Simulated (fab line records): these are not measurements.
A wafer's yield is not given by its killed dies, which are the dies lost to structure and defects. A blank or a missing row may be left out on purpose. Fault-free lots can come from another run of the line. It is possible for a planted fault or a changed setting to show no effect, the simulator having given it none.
fab line records    flow ritCmos
[record] lots = 14  wafers = 42  lastDay = 7
route steps=202 shown PLDD@121
lots with no fault: from the same line, run without faults
startH: start of the lot's first displayed wafer, in hours after the record's first day    waitH: hours elapsed since this lot's preceding step    " identical to the entry in the row above    L1.1+2: a single row standing in for several wafers    - no value present, or no start provided    * or withheld: withheld    < > ~ a bound
route shown NAME@n: a module of which the file shows steps, and the number in the route of the first    usual: average and standard deviation across the fault-free wafers    same: alike in all rows    chamber/n: place in a boat    sites: the reading at each site    _std_site: the standard deviation of these    _edge_site: inner sites' mean taken away from outer sites' mean    radiusMm: for every site, how far away it sits from the centre of the wafer    mask NAME#n: copy n    behind: the last tool/chamber to shape the wafer    hold: why the lot was held/for how many hours/how that ended    device: the n, p or np transistor that did not switch    end of line: the same wafers' tests at the end of the route    a step without rows: its recipe alone    killed: the dies lost at the first sort to structure and to defects; this is not the yield of the wafer    map: a wafer's dies, marking killed ones x, the rest . and places with no die _
set.NAME: the setting as run; set.NAME@STEP: as run at that earlier step    model.NAME: the simulator's own value behind a step, which no gauge read
steps of the route over a sample of lots; a table a step, a row a wafer
[[steps]]
[step RIT_PLDD_HARDBAKE_07]
[recipe] resist = NOVOLAK  tempC = 140  timeS = 60
[usual] heaterPowerTotalW = 62.55/0.053  plateTempC = 140.03/0.14
[same] timeS = 60
lot.wafer  tool           chamber  startH  waitH  heaterPowerTotalW  plateTempC
L799.1     lithoTrack-03  0        45.21   0.0    62.56              140.05
L799.2     "              0        "       "      62.63              140.19
L799.6     "              0        "       "      62.56              140.15
L800.1     lithoTrack-02  0        48.35   0.0    62.51              140.01
L800.2     "              0        "       "      62.53              139.88
L800.4     "              0        "       "      62.66              139.70
L801.3     lithoTrack-03  0        52.63   0.1    62.45              140.24
L801.4     "              0        "       "      62.52              140.21
L801.5     "              0        "       "      62.55              140.15
L802.1     lithoTrack-01  0        59.94   0.0    62.56              139.99
L802.3     "              0        "       "      62.54              140.21
L802.4     "              0        "       "      62.55              140.10
L804.2     lithoTrack-02  0        70.01   0.0    62.56              140.36
L804.4     "              0        "       "      62.58              140.33
L804.5     "              0        "       "      62.55              140.30
L806.1     lithoTrack-01  0        78.92   0.2    62.59              139.98
L806.3     "              0        "       "      62.60              140.05
L806.5     "              0        "       "      62.57              140.09
L810.4     lithoTrack-03  0        104.43  0.1    59.89              135.63
L810.5     "              0        "       "      59.97              135.53
L810.6     "              0        "       "      59.87              135.39
L812.1     lithoTrack-03  0        109.44  0.0    59.95              135.67
L812.5     "              0        "       "      59.90              135.60
L812.6     "              0        "       "      59.85              135.59
L813.2     lithoTrack-01  0        113.99  0.0    62.57              140.11
L813.3     "              0        "       "      62.61              139.96
L813.5     "              0        "       "      62.60              139.98
L814.1     lithoTrack-01  0        122.34  0.0    62.52              139.84
L814.4     "              0        "       "      62.61              139.88
L814.5     "              0        "       "      62.50              139.93
L815.1     lithoTrack-02  0        124.25  0.0    62.53              140.24
L815.5     "              0        "       "      62.57              140.22
L815.6     "              0        "       "      62.56              139.99
L816.1     lithoTrack-01  0        130.92  0.0    62.57              139.91
L816.2     "              0        "       "      62.55              139.71
L816.5     "              0        "       "      62.51              139.92
L821.2     lithoTrack-01  0        154.39  0.0    62.53              140.10
L821.3     "              0        "       "      62.51              140.10
L821.5     "              0        "       "      62.55              140.07
L822.1     lithoTrack-01  0        158.23  0.0    62.47              140.08
L822.2     "              0        "       "      62.48              140.08
L822.4     "              0        "       "      62.56              140.12
[[key]]
[firstSign] step = RIT_PLDD_HARDBAKE_07  reading = heaterPowerTotalW  direction = down  sigmas = 50  usual = 62.55  struck = 59.90
[effect] step = RIT_PLDD_HARDBAKE_07  reading = plateTempC  direction = down  sigmas = 31  usual = *  struck = *
metAt RIT_PLDD_HARDBAKE_07
struckLots L810,L812
testerLeftOut L810,L812
onsetBetween 52.63 104.43
[fault] kind = processParameterDrift  tool = lithoTrack-03  chamber = -  onsetH = 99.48  steps = RIT_PLDD_HARDBAKE_07  channel = tempC  offset = *  shape = step  endH = 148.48  actsIn = *  stated = *
// testerLeftOut: of these lots the tester's yield and bins aren't shown, on N5 and GAA mostly nor the transistor test; their killed dies are dies lost to structure and defects alone, not to doping, threshold or leakage, so they don't give the yield
